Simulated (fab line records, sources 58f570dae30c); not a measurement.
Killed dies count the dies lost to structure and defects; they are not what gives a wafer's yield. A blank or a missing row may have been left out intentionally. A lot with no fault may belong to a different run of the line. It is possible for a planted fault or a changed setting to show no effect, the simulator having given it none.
The tool behind it: which one? :: flow berkeleyCmos170 :: Sampling: 6 lots, 18 wafers, 5 of 331 route steps

WHAT THE GAUGES READ, wafer by wafer
UCB170_M3_RS_MEAS_02: uses a four-point probe to measure.
lot: L828
measured: day 8 21:01
on: filmMetro-01
M3_AL_RS (ohm/sq): 0.0324 0.0324 0.0320

lot: L834
measured: day 10 14:51
on: filmMetro-03
M3_AL_RS (ohm/sq): 0.0320 0.0324 0.0323

lot: L832
measured: day 10 17:59
on: filmMetro-01
M3_AL_RS (ohm/sq): 0.0324 0.0227 0.0324

lot: L840
measured: day 11 20:12
on: filmMetro-02
M3_AL_RS (ohm/sq): 0.0326 0.0324 0.0320

lot: L842
measured: day 12 07:43
on: filmMetro-01
M3_AL_RS (ohm/sq): 0.0319 0.0317 0.0318

lot: L846
measured: day 13 10:04
on: filmMetro-01
M3_AL_RS (ohm/sq): 0.0328 0.0332 0.0320

TOOL THAT RAN EACH LOT (tool first, then ch and the chambers of the sampled wafers, then the start)
lot: L828
UCB170_V1_ETCH_14: rieDiel-04 ch 0,1,3, day 8 15:34
UCB170_M2_STRIP_07: plasmaAsher-04 ch 0,1, day 8 16:44
UCB170_V2_CVD_00: pecvd-01 ch 0,1,2, day 8 18:36
UCB170_M3_SPUTTER_01: pvdSputter-02, day 8 20:56

lot: L834
UCB170_V1_ETCH_14: rieDiel-01 ch 0,1,2, day 10 08:17
UCB170_M2_STRIP_07: plasmaAsher-03 ch 0, day 10 09:27
UCB170_V2_CVD_00: pecvd-01 ch 0,1,2, day 10 12:06
UCB170_M3_SPUTTER_01: pvdSputter-03, day 10 14:46

lot: L832
UCB170_V1_ETCH_14: rieDiel-02 ch 1,3, day 10 11:36
UCB170_M2_STRIP_07: plasmaAsher-04 ch 0,1, day 10 13:01
UCB170_V2_CVD_00: pecvd-04 ch 0,2, day 10 15:17
UCB170_M3_SPUTTER_01: pvdSputter-02, day 10 17:52

lot: L840
UCB170_V1_ETCH_14: rieDiel-01 ch 1,2,3, day 11 14:42
UCB170_M2_STRIP_07: plasmaAsher-03 ch 0,1, day 11 15:55
UCB170_V2_CVD_00: pecvd-04 ch 1,2, day 11 17:44
UCB170_M3_SPUTTER_01: pvdSputter-03, day 11 20:04

lot: L842
UCB170_V1_ETCH_14: rieDiel-02 ch 1,3, day 12 01:40
UCB170_M2_STRIP_07: plasmaAsher-01 ch 0,1, day 12 03:16
UCB170_V2_CVD_00: pecvd-03 ch 0,1, day 12 05:16
UCB170_M3_SPUTTER_01: pvdSputter-03, day 12 07:38

lot: L846
UCB170_V1_ETCH_14: rieDiel-01 ch 0,2, day 13 03:02
UCB170_M2_STRIP_07: plasmaAsher-03 ch 0,1, day 13 04:28
UCB170_V2_CVD_00: pecvd-03 ch 0,1,2, day 13 07:24
UCB170_M3_SPUTTER_01: pvdSputter-01, day 13 09:58
- UCB170_V1_ETCH_14: etches SiO2 in CHF3/CF4/Ar, stops on Al, target depth 1250 nm, time 299.5 s.
- UCB170_M2_STRIP_07: strips in O2.
- UCB170_V2_CVD_00: deposits SiO2 from TEOS/O2, target thk 2000 nm, time 250 s.
- UCB170_M3_SPUTTER_01: material Al, target thk 900 nm, time 120 s.

THE ANSWER, worked out from the rows above alone
Rule: usual is defined by the lots themselves. The widest of any qualifying gaps counts: lots, ordered by their means at a reading, are off when they make up no more than a third of the lots, leave a main group of 4 or more, and stand apart from it by 3 or more times the standard deviation of that group's means. A main group whose means are all the same, to the digits that the tables above print for the reading, isn't used. Also off: a lot with no number at a reading for which 4 or more lots have one. All remaining lots with rows at the step are treated as sound.
Off: L832, seen at UCB170_M3_RS_MEAS_02 (M3_AL_RS). Mean 0.0323 ohm/sq and standard deviation 0.00028 in the main group.
If a tool, at a process step before that reading, ran all the lots that are off and no sound lot after the first of them, it fits. Those tools and the gauges at UCB170_M3_RS_MEAS_02 are tried in the same way. 2 tools fit, plasmaAsher-04 at UCB170_M2_STRIP_07 and pvdSputter-02 at UCB170_M3_SPUTTER_01, so this cannot tell which one it is.

WHAT THE SIMULATOR PUT IN
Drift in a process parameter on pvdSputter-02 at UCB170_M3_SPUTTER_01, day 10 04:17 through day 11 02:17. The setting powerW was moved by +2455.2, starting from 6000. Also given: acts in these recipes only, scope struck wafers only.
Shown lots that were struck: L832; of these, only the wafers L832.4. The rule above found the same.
